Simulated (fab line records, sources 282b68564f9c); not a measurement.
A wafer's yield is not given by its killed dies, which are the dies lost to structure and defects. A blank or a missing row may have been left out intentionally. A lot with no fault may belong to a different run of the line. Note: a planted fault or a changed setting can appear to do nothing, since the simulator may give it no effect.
fab line records	flow rit-cmos
record: lots: 15	wafers: 45	last-day: 7
route steps=202 shown M1@196
lots with no fault: from the same line, run without faults
start-h: hours from the record's first day to the start of the lot's first wafer shown	wait-h: hours since the lot's step before	" repeats the value in the row above	L1.1+2: several wafers, shown together as one row	- no value, or no start was given	* or withheld: withheld	< > ~ a bound
route shown NAME@n: a module of which the file shows steps, and the number in the route of the first	usual: the fault-free wafers' mean and standard deviation	same: alike in all rows	chamber/n: place in a boat	sites: the reading at each site	_std_site: the standard deviation of these	_edge_site: the outer-site mean with the inner-site mean subtracted	radius-mm: for every site, how far away it sits from the centre of the wafer	mask NAME#n: copy n	behind: the last tool/chamber to shape the wafer	hold: cause of the lot's hold/its duration in hours/its outcome	device: names the non-switching transistor (n, p or np)	end of line: at the end of the route, the tests of the same wafers	a step given without rows: its recipe and nothing more	killed: dies that structure and defects cost at the first sort, which is not the same as the wafer's yield	map: shows each die of a wafer: x if killed, . if not, _ if none is there
set.NAME: the run value of the setting; set.NAME@STEP: its run value at that earlier step	model.NAME: the simulator's own value behind a step, which no gauge read
route steps across a sampled set of lots; one table per step, one row per wafer
services: a tool's chamber out of use, with start hour (start-h, from the record's first day; less than 0 if before it), hours out, and reason
== steps ==
step: RIT_M1_METAL_ETCH_12
recipe: stop-on: SiO2	chemistry: Cl2/BCl3	target: Al	time-s: 165	over-etch-frac: 0.5	pressure-mtorr: 100	target-depth-a: 6000	rf-w: 250	Cl2_flow_sccm: 60	bcl3-flow-sccm: 50
usual: bcl3-flow-sccm: 50.03/0.14	chamber-pressure-mTorr: 100.00/0.097	drypump-motor-current-A: 5.5/0.59	he-backside-leak-sccm: 3.5/0.35	oes-product-au: 0.768/0.012	over-etch-frac: 0.5/0	throttle-valve-pct: 8.26/0.12
lot.wafer	tool	chamber	start-h	wait-h	bcl3-flow-sccm	chamber-pressure-mTorr	drypump-motor-current-A	he-backside-leak-sccm	oes-product-au	over-etch-frac	rf-hours-counter-h	throttle-valve-pct
L691.2	rie-metal-03	0	72.98	0.2	49.95	100.00	5.1	2.9	0.763	0.5	3	8.04
L691.3	"	1	"	"	49.87	100.03	5.7	3.7	0.785	0.5	-	8.22
L691.4	"	0	"	"	49.98	100.04	5.2	3.0	0.760	0.5	-	8.04
L692.1	rie-metal-04	0	76.75	0.2	49.80	100.05	6.7	3.6	0.764	0.5	1	8.34
L692.2	"	1	"	"	50.32	100.11	5.4	3.6	0.781	0.5	1	8.28
L692.4	"	1	"	"	50.10	100.14	5.4	3.7	0.784	0.5	-	8.28
L693.1	rie-metal-02	0	84.50	0.2	50.16	99.87	4.8	3.4	0.748	0.5	34	8.41
L693.3	"	0	"	"	50.00	99.95	4.8	3.1	0.758	0.5	-	8.41
L693.5	"	1	"	"	50.02	100.00	5.0	3.0	0.750	0.5	-	8.38
L694.1	rie-metal-03	1	89.38	0.2	49.76	99.99	5.7	3.6	0.779	0.5	3	8.21
L694.2	"	0	"	"	49.90	99.99	5.1	3.3	0.763	0.5	3	8.04
L694.6	"	1	"	"	50.07	99.83	5.7	3.5	0.783	0.5	-	8.23
L695.1	rie-metal-04	0	91.33	0.2	49.91	99.97	6.7	3.5	0.757	0.5	1	8.33
L695.3	"	0	"	"	49.78	99.95	6.7	3.5	0.756	0.5	-	8.35
L695.5	"	1	"	"	49.97	100.20	5.4	4.5	0.774	0.5	-	8.28
L696.1	rie-metal-02	1	96.42	0.2	-	-	-	-	-	-	-	-
L696.2	"	0	"	"	-	-	-	-	-	-	-	-
L696.3	"	0	"	"	-	-	-	-	-	-	-	-
L697.2	rie-metal-03	0	101.08	0.2	-	-	-	-	-	-	-	-
L697.3	"	1	"	"	-	-	-	-	-	-	-	-
L697.6	"	1	"	"	-	-	-	-	-	-	-	-
L698.3	rie-metal-04	1	105.60	0.2	-	-	-	-	-	-	-	-
L698.4	"	0	"	"	-	-	-	-	-	-	-	-
L698.6	"	1	"	"	-	-	-	-	-	-	-	-
L702.2	rie-metal-04	1	125.84	0.2	50.17	99.95	5.4	3.5	0.787	0.5	1	8.29
L702.3	"	0	"	"	50.12	100.03	6.7	3.6	0.756	0.5	-	8.33
L702.4	"	1	"	"	50.13	100.16	5.4	3.4	0.784	0.5	-	8.29
L703.1	rie-metal-03	1	131.25	0.2	49.86	100.01	5.7	3.9	0.775	0.5	3	8.23
L703.3	"	1	"	"	49.90	100.05	5.7	3.7	0.774	0.5	-	8.23
L703.4	"	0	"	"	50.15	99.97	5.1	3.4	0.762	0.5	-	8.04
L704.1	rie-metal-04	0	137.27	0.2	50.00	99.82	6.6	3.6	0.744	0.5	1	8.33
L704.5	"	0	"	"	50.21	100.01	6.7	3.4	0.752	0.5	-	8.34
L704.6	"	1	"	"	50.14	100.11	5.4	3.5	0.765	0.5	-	8.29
L705.2	rie-metal-03	1	140.16	0.2	49.97	100.08	5.7	3.5	0.776	0.5	3	8.23
L705.4	"	0	"	"	50.01	100.04	5.1	3.1	0.758	0.5	-	8.03
L705.5	"	0	"	"	50.07	100.04	5.1	3.4	0.771	0.5	-	8.05
L707.1	rie-metal-03	0	151.19	0.2	49.95	99.92	5.1	3.3	0.748	0.5	4	8.05
L707.5	"	0	"	"	49.81	99.95	5.2	3.4	0.752	0.5	-	8.05
L707.6	"	1	"	"	50.25	99.99	5.7	6.4	0.764	0.5	-	8.22
L709.1	rie-metal-02	1	160.50	0.2	49.94	100.13	5.0	3.0	0.781	0.5	0	8.36
L709.2	"	0	"	"	50.13	99.91	4.8	3.3	0.784	0.5	0	8.40
L709.3	"	0	"	"	50.19	99.84	4.8	3.4	0.792	0.5	-	8.39
L711.1	rie-metal-04	1	170.61	0.2	49.93	100.27	5.4	3.6	0.774	0.5	2	8.29
L711.4	"	1	"	"	50.07	100.07	5.4	3.4	0.781	0.5	-	8.28
L711.5	"	1	"	"	49.94	99.92	5.4	3.6	0.774	0.5	-	8.29
step: RIT_M1_CD_MEAS_90
recipe: target-cd-nm: 2600
usual: cd-nm: 2600.0/2.7
lot.wafer	tool	chamber	start-h	wait-h	cd-nm
L691.2	cd-sem-02	-	73.51	0.1	2602.5
L691.3	"	-	"	"	2597.9
L691.4	"	-	"	"	2603.1
L692.1	cd-sem-02	-	77.28	0.1	2599.8
L692.2	"	-	"	"	2596.4
L692.4	"	-	"	"	2597.6
L693.1	cd-sem-01	-	85.03	0.1	2600.2
L693.3	"	-	"	"	2601.1
L693.5	"	-	"	"	2601.3
L694.1	cd-sem-01	-	89.91	0.1	2598.0
L694.2	"	-	"	"	2603.5
L694.6	"	-	"	"	2597.9
L695.1	cd-sem-02	-	91.86	0.1	2600.6
L695.3	"	-	"	"	2601.6
L695.5	"	-	"	"	2603.5
L696.1	cd-sem-02	-	96.93	0.1	-
L696.2	"	-	"	"	-
L696.3	"	-	"	"	-
L697.2	cd-sem-02	-	101.62	0.1	-
L697.3	"	-	"	"	-
L697.6	"	-	"	"	-
L698.3	cd-sem-02	-	106.13	0.1	-
L698.4	"	-	"	"	-
L698.6	"	-	"	"	-
L702.2	cd-sem-02	-	126.39	0.1	2600.1
L702.3	"	-	"	"	2596.8
L702.4	"	-	"	"	2599.9
L703.1	cd-sem-02	-	132.01	0.1	2603.3
L703.3	"	-	"	"	2602.1
L703.4	"	-	"	"	2605.8
L704.1	cd-sem-01	-	137.99	0.1	2596.4
L704.5	"	-	"	"	2598.4
L704.6	"	-	"	"	2597.5
L705.2	cd-sem-02	-	140.90	0.1	2598.9
L705.4	"	-	"	"	2603.7
L705.5	"	-	"	"	2600.7
L707.1	cd-sem-02	-	151.70	0.1	2605.1
L707.5	"	-	"	"	2605.0
L707.6	"	-	"	"	2603.1
L709.1	cd-sem-02	-	161.01	0.1	2597.7
L709.2	"	-	"	"	2594.9
L709.3	"	-	"	"	2595.2
L711.1	cd-sem-02	-	171.12	0.1	2599.0
L711.4	"	-	"	"	2597.1
L711.5	"	-	"	"	2596.7
step: RIT_M1_BOW_MEAS_16
recipe: mode: bow
usual: M1_BOW: 16/6.2
lot.wafer	tool	chamber	start-h	wait-h	M1_BOW[um]
L691.2	film-metro-03	-	75.13	0.0	8
L691.3	"	-	"	"	20
L691.4	"	-	"	"	11
L692.1	film-metro-02	-	78.90	0.0	11
L692.2	"	-	"	"	10
L692.4	"	-	"	"	16
L693.1	film-metro-02	-	86.70	0.0	10
L693.3	"	-	"	"	22
L693.5	"	-	"	"	17
L694.1	film-metro-03	-	91.53	0.0	20
L694.2	"	-	"	"	5
L694.6	"	-	"	"	30
L695.1	film-metro-03	-	93.48	0.0	14
L695.3	"	-	"	"	13
L695.5	"	-	"	"	11
L696.1	film-metro-03	-	98.55	0.0	-4
L696.2	"	-	"	"	-9
L696.3	"	-	"	"	-1
L697.2	film-metro-02	-	103.24	0.0	-1
L697.3	"	-	"	"	2
L697.6	"	-	"	"	-6
L698.3	film-metro-02	-	107.75	0.0	7
L698.4	"	-	"	"	-4
L698.6	"	-	"	"	0
L702.2	film-metro-03	-	128.01	0.0	9
L702.3	"	-	"	"	18
L702.4	"	-	"	"	14
L703.1	film-metro-03	-	133.63	0.0	19
L703.3	"	-	"	"	25
L703.4	"	-	"	"	10
L704.1	film-metro-03	-	139.61	0.0	24
L704.5	"	-	"	"	16
L704.6	"	-	"	"	22
L705.2	film-metro-01	-	142.95	0.0	12
L705.4	"	-	"	"	19
L705.5	"	-	"	"	19
L707.1	film-metro-01	-	153.54	0.0	27
L707.5	"	-	"	"	23
L707.6	"	-	"	"	17
L709.1	film-metro-01	-	163.55	0.0	21
L709.2	"	-	"	"	16
L709.3	"	-	"	"	25
L711.1	film-metro-02	-	175.08	0.0	21
L711.4	"	-	"	"	20
L711.5	"	-	"	"	26
step: RIT_M1_PROBE_99
usual: defect-limited-yield: 97.6/1.1	killed_at_M0_to_M3: 0.0/0.083	killed-at-contacts: 0.1/0.25	killed-at-front-end: 6.3/2.9	killed-dies: 6.4/2.9	killed-on-rim: 1.7/1.4	killed-open: 3.3/2.1	killed-short: 3.1/1.7	sort_bin_3_pad_short: 0.1/0.22	sort_bin_5_function: 1.4/0.75	sort_bin_6_memory: 0.9/0.65	sort-n-pass: 257.6/2.9	sort-yield-pct: 97.6/1.1
same: gross-dies: 264	killed_at_M4_up: 0	killed-at-back-side: 0	killed-at-other: 0
lot.wafer	tool	chamber	start-h	wait-h	defect-limited-yield[%]	killed_at_M0_to_M3	killed-at-contacts	killed-at-front-end	killed-dies	killed-on-rim	killed-open	killed-short	sort_bin_3_pad_short[%]	sort_bin_5_function[%]	sort_bin_6_memory[%]	sort-n-pass	sort-yield-pct[%]
L691.2	prober-02	-	75.28	0.1	97.0	0	0	8	8	2	6	2	0	1.9	1.1	256.0	97.0
L691.3	prober-02	-	75.33	0.2	96.2	0	0	10	10	0	4	6	0.4	3.0	0.4	254.0	96.2
L691.4	prober-02	-	75.38	0.2	97.7	0	0	6	6	1	2	2	0	1.5	0.8	258.0	97.7
L692.1	prober-01	-	79.02	0.1	97.7	0	1	5	6	1	3	3	0	1.5	0.8	258.0	97.7
L692.2	prober-01	-	79.07	0.1	97.7	0	0	6	6	2	3	3	0	0.8	1.5	258.0	97.7
L692.4	prober-01	-	79.17	0.2	98.9	0	1	2	3	0	2	1	0	0.4	0.8	261.0	98.9
L693.1	prober-02	-	86.82	0.1	98.9	0	0	3	3	2	0	3	0	1.1	0	261.0	98.9
L693.3	prober-02	-	86.92	0.2	98.1	0	0	5	5	1	3	2	0	1.1	0.8	259.0	98.1
L693.5	prober-02	-	87.02	0.2	99.2	0	0	2	2	0	0	2	0	0.8	0	262.0	99.2
L694.1	prober-01	-	91.65	0.1	98.1	0	0	5	5	1	4	1	0	0.8	1.1	259.0	98.1
L694.2	prober-01	-	91.70	0.1	98.1	0	0	5	5	4	3	2	0.4	1.5	0	259.0	98.1
L694.6	prober-01	-	91.90	0.2	97.3	0	0	7	7	0	4	3	0	1.1	1.5	257.0	97.3
L695.1	prober-02	-	93.60	0.1	96.2	0	0	10	10	3	4	6	0.4	1.9	1.5	254.0	96.2
L695.3	prober-02	-	93.70	0.2	98.1	0	0	5	5	2	2	3	0	1.1	0.8	259.0	98.1
L695.5	prober-02	-	93.80	0.2	97.3	0	0	7	7	2	5	2	0	2.3	0.4	257.0	97.3
L696.1	prober-01	-	98.67	0.1	0	259	0	5	264	70	4	1	0	99.2	0.8	0	0
L696.2	prober-01	-	98.72	0.1	0	256	0	8	264	70	3	5	0.4	98.5	1.1	0	0
L696.3	prober-01	-	98.77	0.2	0	257	0	7	264	70	3	4	0.4	98.1	1.5	0	0
L697.2	prober-02	-	103.39	0.1	0	259	0	5	264	70	2	3	0	99.6	0.4	0	0
L697.3	prober-02	-	103.44	0.2	0	260	0	4	264	70	3	1	0	99.2	0.8	0	0
L697.6	prober-02	-	103.59	0.2	0	259	1	4	264	70	3	2	0	98.9	1.1	0	0
L698.3	prober-01	-	107.93	0.2	0	254	0	10	264	70	5	5	0	99.2	0.8	0	0
L698.4	prober-01	-	107.98	0.2	0	254	0	10	264	70	8	2	0	97.7	2.3	0	0
L698.6	prober-01	-	108.08	0.2	0	256	0	8	264	70	5	3	0.4	98.1	1.5	0	0
L702.2	prober-02	-	128.16	0.1	96.2	0	0	10	10	3	4	6	0.4	1.1	2.3	254.0	96.2
L702.3	prober-02	-	128.21	0.2	97.7	0	0	6	6	3	2	4	0.4	1.1	0.8	258.0	97.7
L702.4	prober-02	-	128.26	0.2	98.1	0	0	5	5	3	3	2	0	0.8	1.1	259.0	98.1
L703.1	prober-01	-	133.75	0.1	96.6	0	1	8	9	2	3	6	0.4	1.9	1.1	255.0	96.6
L703.3	prober-01	-	133.85	0.2	97.0	0	0	8	8	2	2	6	0	1.1	1.9	256.0	97.0
L703.4	prober-01	-	133.90	0.2	96.6	0	0	9	9	2	4	5	0	2.3	1.1	255.0	96.6
L704.1	prober-02	-	139.73	0.1	97.0	0	0	8	8	3	5	3	0.4	1.1	1.5	256.0	97.0
L704.5	prober-02	-	139.93	0.2	98.9	0	0	3	3	1	1	2	0	0.8	0.4	261.0	98.9
L704.6	prober-02	-	139.98	0.2	96.2	0	0	10	10	1	7	3	0	3.0	0.8	254.0	96.2
L705.2	prober-01	-	143.10	0.1	98.1	0	0	5	5	2	2	3	0.8	0.8	0.4	259.0	98.1
L705.4	prober-01	-	143.20	0.2	96.6	0	0	9	9	3	5	4	0.4	2.3	0.8	255.0	96.6
L705.5	prober-01	-	143.25	0.2	98.9	0	0	3	3	1	2	1	0	0	1.1	261.0	98.9
L707.1	prober-01	-	153.66	0.1	95.8	0	0	11	11	3	7	4	0.4	1.9	1.9	253.0	95.8
L707.5	prober-01	-	153.86	0.2	97.3	0	0	7	7	1	4	3	0	1.9	0.8	257.0	97.3
L707.6	prober-01	-	153.91	0.2	98.5	0	0	4	4	2	3	1	0	1.1	0.4	260.0	98.5
L709.1	prober-01	-	163.67	0.1	98.5	0	0	4	4	1	1	3	0.4	0.8	0.4	260.0	98.5
L709.2	prober-01	-	163.72	0.1	98.9	0	1	2	3	1	2	1	0.4	0.4	0.4	261.0	98.9
L709.3	prober-01	-	163.77	0.2	97.3	0	0	7	7	3	3	4	0	1.5	1.1	257.0	97.3
L711.1	prober-01	-	175.20	0.1	98.9	0	0	3	3	0	0	3	0	0.8	0.4	261.0	98.9
L711.4	prober-01	-	175.35	0.2	97.3	0	0	7	7	3	6	1	0.4	1.9	0.4	257.0	97.3
L711.5	prober-01	-	175.40	0.2	97.7	0	0	6	6	1	2	3	0.4	1.5	0.4	258.0	97.7
killed by level:class
L691.2 GATE:geometric-particle:open=3 REOX:geometric-particle:short=2 FOX1:geometric-particle:open=1 REOX:geometric-particle:open=1 SPACER:geometric-particle:open=1
L691.3 FOX1:geometric-particle:open=4 GATE:geometric-particle:short=3 FOX1:geometric-particle:short=1 REOX:geometric-particle:short=1 SILICIDE:geometric-particle:short=1
L691.4 ACTIVE:coat-microbubble-printed=2 FOX1:geometric-particle:open=1 FOX1:geometric-particle:short=1 GATE:geometric-particle:short=1 GATE:geometric-particle:open=1
L692.1 GATE:geometric-particle:short=1 REOX:geometric-particle:open=1 REOX:geometric-particle:short=1 SPACER:geometric-particle:open=1 SILICIDE:geometric-particle:open=1 CONTACT:geometric-particle:short=1
L692.2 FOX1:geometric-particle:open=2 SPACER:geometric-particle:short=2 SPACER:geometric-particle:open=1 SILICIDE:geometric-particle:short=1
L692.4 REOX:geometric-particle:open=1 SPACER:geometric-particle:short=1 CONTACT:geometric-particle:open=1
L693.1 GATE:geometric-particle:short=2 SPACER:geometric-particle:short=1
L693.3 REOX:geometric-particle:open=2 SILICIDE:geometric-particle:short=2 GATE:geometric-particle:open=1
L693.5 FOX1:geometric-particle:short=1 FOX2:geometric-particle:short=1
L694.1 GATE:geometric-particle:open=1 REOX:geometric-particle:open=1 SPACER:geometric-particle:open=1 SILICIDE:geometric-particle:short=1 SILICIDE:geometric-particle:open=1
L694.2 SILICIDE:geometric-particle:open=2 FOX1:geometric-particle:open=1 FOX2:geometric-particle:short=1 GATE:geometric-particle:short=1
L694.6 GATE:geometric-particle:short=2 GATE:geometric-particle:open=2 REOX:geometric-particle:open=1 SPACER:geometric-particle:short=1 SILICIDE:geometric-particle:open=1
L695.1 FOX1:geometric-particle:short=2 REOX:geometric-particle:short=2 SILICIDE:geometric-particle:open=2 GATE:geometric-particle:open=1 GATE:geometric-particle:short=1 REOX:geometric-particle:open=1 SILICIDE:geometric-particle:short=1
L695.3 FOX2:geometric-particle:short=1 GATE:geometric-particle:short=1 GATE:geometric-particle:open=1 SPACER:geometric-particle:short=1 SPACER:geometric-particle:open=1
L695.5 FOX2:geometric-particle:open=2 REOX:geometric-particle:open=2 FOX1:geometric-particle:open=1 FOX1:geometric-particle:short=1 SILICIDE:geometric-particle:short=1
L696.1 M1:area-etch=259 GATE:geometric-particle:open=4 GATE:geometric-particle:short=1
L696.2 M1:area-etch=256 REOX:geometric-particle:short=2 GATE:geometric-particle:short=1 GATE:geometric-particle:open=1 REOX:geometric-particle:open=1 SPACER:geometric-particle:short=1 SPACER:geometric-particle:open=1 SILICIDE:geometric-particle:short=1
L696.3 M1:area-etch=257 GATE:geometric-particle:short=3 FOX1:geometric-particle:open=1 FOX2:geometric-particle:open=1 REOX:geometric-particle:open=1 REOX:geometric-particle:short=1
L697.2 M1:area-etch=259 GATE:geometric-particle:open=2 GATE:geometric-particle:short=1 REOX:geometric-particle:short=1 SILICIDE:geometric-particle:short=1
L697.3 M1:area-etch=260 FOX1:geometric-particle:open=1 GATE:geometric-particle:open=1 REOX:geometric-particle:open=1 SILICIDE:geometric-particle:short=1
L697.6 M1:area-etch=259 REOX:geometric-particle:short=1 SPACER:geometric-particle:open=1 SILICIDE:geometric-particle:open=1 SILICIDE:geometric-particle:short=1 CONTACT:geometric-particle:open=1
L698.3 M1:area-etch=254 GATE:geometric-particle:open=4 GATE:geometric-particle:short=3 REOX:geometric-particle:short=2 REOX:geometric-particle:open=1
L698.4 M1:area-etch=254 FOX1:geometric-particle:open=2 GATE:geometric-particle:open=2 REOX:geometric-particle:open=2 SILICIDE:geometric-particle:open=2 FOX1:geometric-particle:short=1 SILICIDE:geometric-particle:short=1
L698.6 M1:area-etch=256 GATE:geometric-particle:short=2 GATE:geometric-particle:open=2 FOX1:geometric-particle:open=1 REOX:geometric-particle:open=1 SPACER:geometric-particle:short=1 SILICIDE:geometric-particle:open=1
L702.2 GATE:geometric-particle:open=4 GATE:geometric-particle:short=3 SILICIDE:geometric-particle:short=2 REOX:geometric-particle:short=1
L702.3 GATE:geometric-particle:open=2 FOX1:geometric-particle:short=1 GATE:geometric-particle:short=1 SPACER:geometric-particle:short=1 SILICIDE:geometric-particle:short=1
L702.4 GATE:geometric-particle:short=2 FOX1:geometric-particle:open=1 REOX:geometric-particle:open=1 SILICIDE:geometric-particle:open=1
L703.1 FOX1:geometric-particle:short=2 GATE:geometric-particle:short=2 REOX:geometric-particle:short=1 SPACER:geometric-particle:open=1 SILICIDE:geometric-particle:short=1 SILICIDE:geometric-particle:open=1 CONTACT:geometric-particle:open=1
L703.3 GATE:geometric-particle:short=2 FOX1:geometric-particle:short=1 FOX2:geometric-particle:short=1 GATE:geometric-particle:open=1 SPACER:geometric-particle:short=1 SPACER:geometric-particle:open=1 SILICIDE:geometric-particle:short=1
L703.4 GATE:geometric-particle:open=3 GATE:geometric-particle:short=2 FOX1:geometric-particle:short=1 FOX2:geometric-particle:short=1 SPACER:geometric-particle:open=1 SILICIDE:geometric-particle:short=1
L704.1 GATE:geometric-particle:open=2 SPACER:geometric-particle:open=2 FOX1:geometric-particle:open=1 FOX2:geometric-particle:short=1 REOX:geometric-particle:short=1 SPACER:geometric-particle:short=1
L704.5 GATE:geometric-particle:short=1 REOX:geometric-particle:open=1 SPACER:geometric-particle:short=1
L704.6 GATE:geometric-particle:open=4 SPACER:geometric-particle:open=3 REOX:geometric-particle:short=2 GATE:geometric-particle:short=1
L705.2 REOX:geometric-particle:open=2 GATE:geometric-particle:short=1 REOX:geometric-particle:short=1 SPACER:geometric-particle:short=1
L705.4 FOX2:geometric-particle:open=3 SILICIDE:geometric-particle:short=2 FOX1:geometric-particle:open=1 REOX:geometric-particle:open=1 REOX:geometric-particle:short=1 SPACER:geometric-particle:short=1
L705.5 FOX1:geometric-particle:short=1 GATE:geometric-particle:open=1 SPACER:geometric-particle:open=1
L707.1 GATE:geometric-particle:open=2 SPACER:geometric-particle:open=2 FOX1:geometric-particle:short=1 FOX1:geometric-particle:open=1 FOX2:geometric-particle:open=1 FOX2:geometric-particle:short=1 SPACER:geometric-particle:short=1 SILICIDE:geometric-particle:short=1
L707.5 FOX2:geometric-particle:open=2 FOX1:geometric-particle:short=1 FOX2:geometric-particle:short=1 GATE:geometric-particle:open=1 SPACER:geometric-particle:open=1 SILICIDE:geometric-particle:short=1
L707.6 SPACER:geometric-particle:open=2 GATE:geometric-particle:open=1 SPACER:geometric-particle:short=1
L709.1 FOX2:geometric-particle:short=1 GATE:geometric-particle:open=1 GATE:geometric-particle:short=1 SILICIDE:geometric-particle:short=1
L709.2 GATE:geometric-particle:open=2 CONTACT:geometric-particle:short=1
L709.3 GATE:geometric-particle:open=2 GATE:geometric-particle:short=2 SILICIDE:geometric-particle:short=2 FOX1:geometric-particle:open=1
L711.1 FOX2:geometric-particle:short=1 GATE:geometric-particle:short=1 REOX:geometric-particle:short=1
L711.4 GATE:geometric-particle:open=3 FOX1:geometric-particle:open=1 GATE:geometric-particle:short=1 REOX:geometric-particle:open=1 SPACER:geometric-particle:open=1
L711.5 REOX:geometric-particle:short=3 FOX1:geometric-particle:open=1 REOX:geometric-particle:open=1 NWELL:coat-microbubble-printed=1
== services ==
tool	chamber	start-h	hours	kind
rie-metal-02	-	70.32	0.4	repair
rie-metal-04	-	120.25	2.8	pm
rie-metal-02	-	136.12	20.0	pm
rie-metal-02	0	136.12	20.0	vent-cycle
rie-metal-02	1	136.12	20.0	vent-cycle
rie-metal-04	0	155.30	9.7	repair
rie-metal-02	0	156.12	-	clean
rie-metal-02	1	156.12	-	clean
== key ==
first-sign: step: RIT_M1_METAL_ETCH_12	reading: tool-record	direction: missing
effect: step: RIT_M1_CD_MEAS_90	reading: cd-nm	direction: missing
effect: step: RIT_M1_BOW_MEAS_16	reading: M1_BOW	direction: down	sigmas: 2.9	usual: 16	struck: -2
effect: step: RIT_M1_PROBE_99	reading: killed_at_M0_to_M3	direction: up	sigmas: 99+	usual: 0.0	struck: 257.1
more-kills-born-at: RIT_M1_METAL_ETCH_12@rie-metal-03: 778	RIT_M1_METAL_ETCH_12@rie-metal-02: 772	RIT_M1_METAL_ETCH_12@rie-metal-04: 764
met-at RIT_M1_METAL_ETCH_12
struck-lots L696,L697,L698
later-rows-left-out L696.1,L696.2,L696.3,L697.2,L697.3,L697.6,L698.3,L698.4,L698.6
onset-between 91.33 96.42
fault: kind: skipped-step-whole	tool: rie-metal-02,rie-metal-03,rie-metal-04	chamber: -	onset-h: 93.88	steps: RIT_M1_METAL_ETCH_12	scope: struck-lots-only
later-rows-left-out: the simulator's readings of these wafers behind a module that went badly wrong aren't trusted and aren't shown, but for the sort
